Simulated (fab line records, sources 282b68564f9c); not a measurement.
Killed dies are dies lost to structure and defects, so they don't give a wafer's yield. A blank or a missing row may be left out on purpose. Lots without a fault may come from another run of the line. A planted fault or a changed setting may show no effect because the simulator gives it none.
fab line records | flow rit_cmos
record lots=6 wafers=18 last_day=7
route steps=202 shown NWELL@35 PWELL@39 WELLDRIVE@50 NRETRO@53 M1@202
lots that met no fault: from a run of the same line without faults
start_h: hours from the record's first day to the start of the lot's first wafer shown | wait_h: hours since the lot's step before | " the same as in the row above | L1.1+2: a row that stands for several wafers | - no value, or no start given | * or withheld: withheld | < > ~ a bound
route shown NAME@n: a module of which the file shows steps, and the number in the route of the first | usual: mean/standard deviation of fault-free wafers | same: alike in all rows | chamber/n: place in a boat | sites: the reading at each site | _std_site: their standard deviation | _edge_site: outer sites' mean less inner sites' | radius_mm: how far each site lies from the wafer's centre | mask NAME#n: copy n | behind: the tool/chamber that last shaped the wafer | hold: why the lot was held/for how many hours/how that ended | device: the transistor (n, p or np) that didn't switch | end of line: the same wafers' tests at the end of the route | a step without rows: its recipe alone | killed: dies lost to structure and defects at the first sort, not the wafer's yield | map: a wafer's dies, x killed, . not, _ none there
set.NAME: the setting as run; set.NAME@STEP: as run at that earlier step | model.NAME: the simulator's own value behind a step, which no gauge read
lots at some steps of the route; a table a step, a row a wafer
services: from which hour (start_h, from the record's first day; less than 0 if before it) a tool's chamber was out of use, for how many hours, and why
## steps
# step RIT_NWELL_HARDBAKE_07
# recipe resist=NOVOLAK temp_c=140 time_s=120
# step RIT_NWELL_IMPLANT_08
# recipe species=P energy_kev=170 dose_cm2=5e+13 tilt_deg=7
# step RIT_NWELL_STRIP_09
# recipe chemistry=O2 time_s=180 resist=NOVOLAK platen_temp_c=withheld power_w=500 pressure_mtorr=4000 o2_flow_sccm=4000
# usual drypump_motor_current_A=5.9/0.33
# columns lot.wafer tool chamber start_h wait_h drypump_motor_current_A rf_hours_counter_h
L984.2 plasma_asher-04 0 22.82 0.1 6.0 38
L984.3 " 0 " " 6.0 -
L984.5 " 1 " " 5.3 -
L985.3 plasma_asher-04 1 27.92 0.1 5.3 -
L985.5 " 1 " " 5.3 -
L985.6 " 0 " " 6.0 -
L989.2 plasma_asher-04 0 50.73 0.1 6.0 42
L989.3 " 1 " " 5.3 -
L989.4 " 0 " " 6.0 -
L992.1 plasma_asher-02 1 63.72 0.1 6.1 42
L992.3 " 1 " " 6.1 -
L992.5 " 1 " " 6.1 -
L105.3 plasma_asher-04 0 127.55 0.1 6.0 -
L105.4 " 1 " " 5.3 -
L105.6 " 0 " " 6.0 -
L106.1 plasma_asher-04 0 131.38 0.1 6.0 2
L106.3 " 0 " " 6.0 -
L106.5 " 0 " " 6.0 -
# step RIT_NWELL_TW_MEAS_10
# usual NWELL_TW=2140/22
# columns lot.wafer tool chamber start_h wait_h NWELL_TW
L984.2 film_metro-01 - 23.00 0.1 2133
L984.3 " - " " 2140
L984.5 " - " " 2140
L985.3 film_metro-01 - 28.06 0.1 2148
L985.5 " - " " 2142
L985.6 " - " " 2149
L989.2 film_metro-03 - 50.91 0.1 2108
L989.3 " - " " 2105
L989.4 " - " " 2105
L992.1 film_metro-01 - 63.89 0.1 2141
L992.3 " - " " 2142
L992.5 " - " " 2153
L105.3 film_metro-04 - 127.69 0.1 2172
L105.4 " - " " 2156
L105.6 " - " " 2177
L106.1 film_metro-01 - 131.55 0.1 2136
L106.3 " - " " 2144
L106.5 " - " " 2131
# step RIT_PWELL_HMDS_00
# recipe prime_time_s=60 prime_temp_c=140
# step RIT_PWELL_COAT_01
# recipe resist=NOVOLAK spin_rpm=2000 resist_thk_nm=1300
# step RIT_PWELL_SOFTBAKE_02
# recipe resist=NOVOLAK temp_c=90 time_s=61.43
# usual chill_plate_temp_C=23.03/0.1 plate_sensor_t_centre_C=90.969/0.01 plate_sensor_t_edge_C=91.019/0.011
# columns lot.wafer tool chamber start_h wait_h chill_plate_temp_C plate_sensor_t_centre_C plate_sensor_t_edge_C
L984.2 litho_track-01 0 23.43 0.1 23.17 90.970 91.028
L984.3 " 0 " " 23.08 90.951 91.024
L984.5 " 0 " " 23.13 90.964 91.009
L985.3 litho_track-03 0 28.45 0.1 22.95 90.970 91.021
L985.5 " 0 " " 22.89 90.984 91.026
L985.6 " 0 " " 23.09 90.955 91.013
L989.2 litho_track-03 0 51.29 0.1 23.10 90.971 91.029
L989.3 " 0 " " 23.09 90.976 91.018
L989.4 " 0 " " 22.99 90.969 91.029
L992.1 litho_track-02 0 64.25 0.1 23.06 90.976 91.012
L992.3 " 0 " " 23.00 90.980 91.011
L992.5 " 0 " " 22.99 90.977 91.043
L105.3 litho_track-01 0 128.08 0.1 22.84 90.988 91.012
L105.4 " 0 " " 23.04 90.977 91.026
L105.6 " 0 " " 22.90 90.960 90.997
L106.1 litho_track-02 0 131.91 0.1 23.02 90.968 91.014
L106.3 " 0 " " 23.21 90.961 91.006
L106.5 " 0 " " 22.89 90.956 91.026
# step RIT_PWELL_EXPOSE_03
# recipe mask_id=M3 na=0.57 target_cd_nm=43700 dose_mj=250
# step RIT_PWELL_PEB_04
# recipe resist=NOVOLAK temp_c=withheld time_s=withheld
# step RIT_PWELL_DEVELOP_05
# recipe resist=NOVOLAK develop_time_s=68 dev_temp_c=23
# step RIT_PWELL_OVL_MEAS_06
# usual PWELL_OVL=-1.1/1.5
# columns lot.wafer tool chamber start_h wait_h PWELL_OVL[nm]
L984.2 overlay-02 - 24.00 - -2.0
L984.3 " - " " 0.3
L984.5 " - " " 0.0
L985.3 overlay-02 - 29.12 - -0.3
L985.5 " - " " -1.1
L985.6 " - " " 0.2
L989.2 overlay-01 - 51.85 - -0.7
L989.3 " - " " -2.1
L989.4 " - " " -0.2
L992.1 overlay-01 - 64.96 - -1.4
L992.3 " - " " -2.3
L992.5 " - " " -3.3
L105.3 overlay-01 - 128.62 - -3.3
L105.4 " - " " -2.8
L105.6 " - " " -0.8
L106.1 overlay-02 - 132.49 - -0.6
L106.3 " - " " -2.5
L106.5 " - " " -2.1
# step RIT_PWELL_HARDBAKE_07
# recipe resist=NOVOLAK temp_c=140 time_s=120
# step RIT_PWELL_IMPLANT_08
# recipe species=B energy_kev=170 dose_cm2=7.12e+13 tilt_deg=7
# usual beam_energy_keV=170.00/0.059 beam_on_s=10.01/0.21 faraday_current_uA=226/4.7
# columns lot.wafer tool chamber start_h wait_h beam_energy_keV beam_on_s faraday_current_uA
L984.2 implanter-03 0 24.30 0.2 170.03 9.80 230
L984.3 " 0 " " 169.97 10.30 218
L984.5 " 0 " " 169.99 10.01 227
L985.3 implanter-03 0 29.44 0.2 170.02 9.79 231
L985.5 " 0 " " 170.00 9.86 230
L985.6 " 0 " " 169.96 10.03 227
L989.2 implanter-03 0 52.15 0.2 169.91 8.95 252
L989.3 " 0 " " 170.03 8.93 253
L989.4 " 0 " " 169.99 9.12 247
L992.1 implanter-03 0 65.25 0.2 170.02 8.99 250
L992.3 " 0 " " 169.90 8.65 261
L992.5 " 0 " " 169.94 8.92 253
L105.3 implanter-03 0 128.94 0.2 169.99 9.86 229
L105.4 " 0 " " 170.03 10.29 221
L105.6 " 0 " " 169.95 9.91 228
L106.1 implanter-01 0 132.78 0.2 170.07 10.08 223
L106.3 " 0 " " 170.01 9.77 231
L106.5 " 0 " " 170.09 9.92 228
# step RIT_PWELL_STRIP_09
# recipe chemistry=O2 time_s=180 resist=NOVOLAK platen_temp_c=withheld power_w=500 pressure_mtorr=4000 o2_flow_sccm=4000
# usual drypump_motor_current_A=5.5/0.37
# columns lot.wafer tool chamber start_h wait_h drypump_motor_current_A rf_hours_counter_h
L984.2 plasma_asher-01 1 24.43 0.1 5.0 36
L984.3 " 0 " " 5.7 -
L984.5 " 0 " " 5.7 -
L985.3 plasma_asher-01 0 29.60 0.1 5.7 -
L985.5 " 1 " " 5.1 -
L985.6 " 0 " " 5.7 -
L989.2 plasma_asher-01 0 52.28 0.1 5.7 40
L989.3 " 1 " " 5.1 -
L989.4 " 0 " " 5.7 -
L992.1 plasma_asher-01 0 65.40 0.1 5.7 42
L992.3 " 1 " " 5.1 -
L992.5 " 0 " " 5.7 -
L105.3 plasma_asher-04 0 129.10 0.1 6.0 -
L105.4 " 1 " " 5.3 -
L105.6 " 0 " " 6.0 -
L106.1 plasma_asher-03 0 132.93 0.1 5.9 33
L106.3 " 0 " " 5.8 -
L106.5 " 1 " " 6.3 -
# step RIT_PWELL_TW_MEAS_10
# usual PWELL_TW=959/9
# columns lot.wafer tool chamber start_h wait_h PWELL_TW
L984.2 film_metro-01 - 24.61 0.1 956
L984.3 " - " " 964
L984.5 " - " " 961
L985.3 film_metro-01 - 29.74 0.1 956
L985.5 " - " " 956
L985.6 " - " " 960
L989.2 film_metro-03 - 52.46 0.1 909
L989.3 " - " " 905
L989.4 " - " " 904
L992.1 film_metro-03 - 65.57 0.1 905
L992.3 " - " " 904
L992.5 " - " " 905
L105.3 film_metro-04 - 129.24 0.1 968
L105.4 " - " " 967
L105.6 " - " " 968
L106.1 film_metro-01 - 133.10 0.1 958
L106.3 " - " " 960
L106.5 " - " " 952
# step RIT_WELLDRIVE_ANNEAL_00
# recipe temp_c=1100 time_s=14700 ambient=N2
# step RIT_WELLDRIVE_RS_MEAS_01
# recipe thk_meas_gauge=four-point-probe
# usual NWELL_RS=275.3/0.74
# columns lot.wafer tool chamber start_h wait_h NWELL_RS[ohm/sq]
L984.2 film_metro-01 - 30.52 0.0 274.5
L984.3 " - " " 274.8
L984.5 " - " " 274.4
L985.3 film_metro-03 - 35.63 0.0 275.5
L985.5 " - " " 275.5
L985.6 " - " " 275.1
L989.2 film_metro-03 - 57.62 0.0 275.7
L989.3 " - " " 275.6
L989.4 " - " " 275.6
L992.1 film_metro-03 - 70.96 0.0 275.8
L992.3 " - " " 276.4
L992.5 " - " " 276.1
L105.3 film_metro-04 - 134.40 0.0 275.3
L105.4 " - " " 275.5
L105.6 " - " " 274.8
L106.1 film_metro-03 - 139.61 0.0 276.3
L106.3 " - " " 275.3
L106.5 " - " " 275.7
# step RIT_WELLDRIVE_RS_MEAS_02
# recipe thk_meas_gauge=four-point-probe
# usual PWELL_RS=424.4/1.1
# columns lot.wafer tool chamber start_h wait_h PWELL_RS[ohm/sq]
L984.2 film_metro-01 - 30.64 0.1 424.9
L984.3 " - " " 424.6
L984.5 " - " " 424.4
L985.3 film_metro-03 - 35.75 0.1 423.3
L985.5 " - " " 424.2
L985.6 " - " " 424.8
L989.2 film_metro-03 - 57.74 0.1 453.2
L989.3 " - " " 454.0
L989.4 " - " " 454.9
L992.1 film_metro-03 - 71.08 0.1 456.4
L992.3 " - " " 456.8
L992.5 " - " " 456.2
L105.3 film_metro-04 - 134.52 0.1 424.7
L105.4 " - " " 424.5
L105.6 " - " " 424.4
L106.1 film_metro-03 - 139.73 0.1 426.0
L106.3 " - " " 424.8
L106.5 " - " " 425.1
# step RIT_NRETRO_HMDS_00
# recipe prime_time_s=60 prime_temp_c=140
# step RIT_M1_PROBE_99
# usual killed_at_front_end=6.7/2.9 killed_dies=6.7/2.9 killed_open=3.4/1.8 killed_short=3.3/2.2
# same gross_dies=264 killed_at_M0_to_M3=0 killed_at_M4_up=0 killed_at_back_side=0 killed_at_contacts=0 killed_at_other=0
# columns lot.wafer tool chamber start_h wait_h killed_at_front_end killed_dies killed_open killed_short model.etest.nmos_0p3.r_on_ohm_um model.etest.pwell_pinched.rs_ohm_sq model.etest.pwell.rs_ohm_sq model.etest.nmos_0p3.drive_ua_um model.etest.nmos_narrow.drive_ua_um model.etest.well_edge_right.line_ohm_um model.etest.well_edge_left.line_ohm_um model.etest.field_n.vt_v
L984.2 prober-02 - 59.10 0.1 5 5 0 5 2301 447 412.6 202.9 196.6 183.2 181.7 35.52
L984.3 prober-02 - 59.15 0.2 6 6 3 3 2279 446.8 405.8 204.9 200.7 187 184.9 34.53
L984.5 prober-02 - 59.25 0.2 15 15 8 7 2282 454.9 411.5 206.4 200.2 185.4 183.9 35.22
L985.3 prober-01 - 67.85 0.2 3 3 2 1 2230 451.1 410.6 220.3 210.5 186.3 183.4 35.23
L985.5 prober-01 - 67.95 0.2 9 9 6 3 2204 447.2 405 220.5 211.4 182.5 184.9 34.55
L985.6 prober-01 - 68.00 0.2 7 7 4 3 2172 448.2 409.4 220.7 213.3 183.9 182.6 34.23
L989.2 prober-01 - 88.27 0.1 8 8 3 5 2168 486.8 436.1 231.9 223.6 179.1 180.3 32.81
L989.3 prober-01 - 88.32 0.2 3 3 1 2 2119 489.6 435.4 238.5 232.7 178.2 180.3 32.33
L989.4 prober-01 - 88.37 0.2 4 4 2 2 2070 478.5 433.8 239.8 233.6 180.9 176.4 32.38
L992.1 prober-02 - 105.46 0.1 9 9 4 5 2118 487.5 441.6 226.1 218 181.8 180.7 32.21
L992.3 prober-02 - 105.56 0.2 5 5 3 2 2123 488 436.9 228.2 218.2 180.8 181 32.54
L992.5 prober-02 - 105.66 0.2 11 11 6 5 2104 486.8 442.1 227.7 217 180.3 180.9 31.95
L105.3 prober-02 - 166.12 0.2 7 7 4 3 2229 450.6 412.2 207 198.9 184.5 183 35.99
L105.4 prober-02 - 166.17 0.2 7 7 2 5 2240 452.8 410.4 211.2 200.1 183 185 35.7
L105.6 prober-02 - 166.27 0.2 6 6 3 3 2239 453.4 412 207.9 199.2 181.7 184.9 36.01
L106.1 prober-01 - 169.51 0.1 17 17 4 13 2275 462.7 416 208.3 199.3 185.6 185.1 35.21
L106.3 prober-01 - 169.61 0.2 1 1 1 0 2256 463.5 416.4 213.7 201.2 183.7 184.5 36.63
L106.5 prober-01 - 169.71 0.2 9 9 5 4 2235 454.7 414.1 211 198.9 181.9 184.4 35.66
# killed by level:class
L984.2 SPACER:geometric_particle:short=2 FOX1:geometric_particle:short=1 FOX2:geometric_particle:short=1 REOX:geometric_particle:short=1
L984.3 GATE:geometric_particle:short=3 GATE:geometric_particle:open=2 REOX:geometric_particle:open=1
L984.5 GATE:geometric_particle:short=6 REOX:geometric_particle:open=2 SILICIDE:geometric_particle:open=2 FOX1:geometric_particle:open=1 FOX2:geometric_particle:open=1 GATE:geometric_particle:open=1 SPACER:geometric_particle:open=1 SPACER:geometric_particle:short=1
L985.3 FOX1:geometric_particle:open=1 FOX1:geometric_particle:short=1 GATE:geometric_particle:open=1
L985.5 GATE:geometric_particle:open=4 GATE:geometric_particle:short=2 FOX1:geometric_particle:open=1 REOX:geometric_particle:short=1 REOX:geometric_particle:open=1
L985.6 FOX1:geometric_particle:short=3 GATE:geometric_particle:open=2 FOX1:geometric_particle:open=1 SILICIDE:geometric_particle:open=1
L989.2 GATE:geometric_particle:short=2 GATE:geometric_particle:open=2 FOX1:geometric_particle:short=1 SPACER:geometric_particle:short=1 SILICIDE:geometric_particle:open=1 SILICIDE:geometric_particle:short=1
L989.3 GATE:geometric_particle:short=1 SILICIDE:geometric_particle:open=1 SILICIDE:geometric_particle:short=1
L989.4 FOX1:geometric_particle:open=1 FOX2:geometric_particle:short=1 GATE:geometric_particle:short=1 GATE:geometric_particle:open=1
L992.1 GATE:geometric_particle:short=3 FOX1:geometric_particle:open=2 FOX1:geometric_particle:short=1 GATE:geometric_particle:open=1 REOX:geometric_particle:open=1 SILICIDE:geometric_particle:short=1
L992.3 GATE:geometric_particle:short=2 FOX2:geometric_particle:open=1 GATE:geometric_particle:open=1 SILICIDE:geometric_particle:open=1
L992.5 GATE:geometric_particle:open=3 FOX1:geometric_particle:short=2 SILICIDE:geometric_particle:short=2 FOX1:geometric_particle:open=1 REOX:geometric_particle:open=1 SPACER:geometric_particle:short=1 SILICIDE:geometric_particle:open=1
L105.3 FOX2:geometric_particle:short=2 SPACER:geometric_particle:open=2 FOX1:geometric_particle:short=1 GATE:geometric_particle:open=1 SILICIDE:geometric_particle:open=1
L105.4 FOX2:geometric_particle:short=3 FOX2:geometric_particle:open=1 GATE:geometric_particle:short=1 SILICIDE:geometric_particle:open=1 SILICIDE:geometric_particle:short=1
L105.6 GATE:geometric_particle:short=2 FOX2:geometric_particle:open=1 GATE:geometric_particle:open=1 SPACER:geometric_particle:open=1 SPACER:geometric_particle:short=1
L106.1 GATE:geometric_particle:short=7 REOX:geometric_particle:short=3 REOX:geometric_particle:open=2 SPACER:geometric_particle:short=2 FOX1:geometric_particle:short=1 GATE:geometric_particle:open=1 SPACER:geometric_particle:open=1
L106.3 GATE:geometric_particle:open=1
L106.5 GATE:geometric_particle:short=3 FOX1:geometric_particle:open=2 SPACER:geometric_particle:open=2 FOX1:geometric_particle:short=1 GATE:geometric_particle:open=1
## services
# columns tool chamber start_h hours kind
implanter-01 - 8.14 102.7 pm
plasma_asher-03 - 31.99 31.5 repair
plasma_asher-03 - 63.47 2.8 pm
plasma_asher-04 - 108.75 9.0 pm
plasma_asher-04 0 108.75 9.0 vent_cycle
plasma_asher-04 1 108.75 9.0 vent_cycle
plasma_asher-04 0 117.75 - clean
plasma_asher-04 1 117.75 - clean
## key
first_sign step=RIT_PWELL_IMPLANT_08 reading=faraday_current_uA direction=up sigmas=5.7 usual=226 struck=252
effect step=RIT_PWELL_IMPLANT_08 reading=beam_on_s direction=down sigmas=5.1 usual=10.01 struck=8.93
effect step=RIT_PWELL_TW_MEAS_10 reading=PWELL_TW direction=down sigmas=5.9 usual=959 struck=905
effect step=RIT_WELLDRIVE_RS_MEAS_02 reading=PWELL_RS direction=up sigmas=27 usual=424.4 struck=455.2
model_effect step=RIT_M1_PROBE_99 value=etest.nmos_0p3.r_on_ohm_um without=2191 struck=2117
met_at RIT_PWELL_IMPLANT_08
struck_wafers L989.2,L989.3,L989.4,L992.1,L992.3,L992.5
tester_left_out L989,L992
onset_between 29.44 52.15
fault kind=process_parameter_drift tool=implanter-03 chamber=- onset_h=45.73 steps=RIT_PWELL_IMPLANT_08 channel=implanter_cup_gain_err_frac offset=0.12 shape=step end_h=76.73
# tester_left_out: of these lots the tester's yield and bins aren't shown, on N5 and GAA mostly nor the transistor test; their killed dies are dies lost to structure and defects alone, not to doping, threshold or leakage, so they don't give the yield
